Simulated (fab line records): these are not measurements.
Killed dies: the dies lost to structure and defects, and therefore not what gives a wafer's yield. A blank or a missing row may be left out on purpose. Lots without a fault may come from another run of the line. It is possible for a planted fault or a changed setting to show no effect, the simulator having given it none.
Chamber matching ; flow berkeley-cmos170 ; 4 sister chambers for UCB170_NWELL_ETCH_13 on rie-diel-01
The step etches Si3N4 in CH3F/Ar/O2, stops on SiO2, target depth 246.4 nm, time 154 s. 16 wafers are shown with their chamber, then 8 later ones without.

== WAFERS WITH THEIR CHAMBER ==
wafer;chamber;throttle-valve-pct (%);drypump-motor-current-A (A);oes-product-au (a.u.)
L324.2;3;8.19;6.4;0.947
L324.3;0;8.17;6.0;0.913
L324.5;1;8.31;5.8;0.939
L325.1;2;8.06;5.9;0.908
L325.5;0;8.17;5.9;0.905
L325.6;3;8.21;6.4;0.929
L326.2;0;8.18;5.9;0.892
L326.3;1;8.32;5.7;0.924
L326.6;3;8.18;6.5;0.943
L332.3;2;8.04;5.9;0.920
L332.4;0;8.16;6.0;0.911
L332.6;2;8.07;5.9;0.926
L333.2;1;8.32;5.8;0.935
L333.3;0;8.17;5.9;0.903
L333.4;3;8.19;6.4;0.936
L336.2;1;8.30;5.8;0.926

SIGNATURES (averages over the wafers above)
reading;chamber 0;chamber 1;chamber 2;chamber 3;scatter within a chamber
throttle-valve-pct;8.1700;8.3125;8.0567;8.1925;0.0109
drypump-motor-current-A;5.940;5.775;5.900;6.425;0.0474
oes-product-au;0.90480;0.93100;0.91800;0.93875;0.00808
Rule: a wafer's distance from a chamber is the root of the sum, over the readings, of the square of ((its reading less the chamber's mean) divided by the reading's scatter). If the next closest chamber is less than 2 further off than the closest, the wafer can't be placed; otherwise it belongs to the closest. The scatter: the root of (the sum of the squares of (reading less its chamber's mean) over the shown wafers, divided by (wafers less chambers)).

== WAFERS WITHOUT THEIR CHAMBER ==
wafer;throttle-valve-pct (%);drypump-motor-current-A (A);oes-product-au (a.u.)
L336.4;8.16;5.9;0.905
L336.5;8.31;5.8;0.936
L343.1;8.08;5.9;0.913
L343.2;8.19;6.4;0.945
L343.6;8.06;5.9;0.916
L345.2;8.29;5.8;0.931
L345.4;8.17;5.9;0.905
L345.5;8.31;5.8;0.937

== WHICH CHAMBER EACH ONE RAN IN ==
wafer;from the rows above;in truth
L336.4;0;0
L336.5;1;1
L343.1;2;2
L343.2;3;3
L343.6;2;2
L345.2;1;1
L345.4;0;0
L345.5;1;1
Correctly placed: 8 of 8. Can't be placed from these rows: 0. Number placed wrongly: 0.
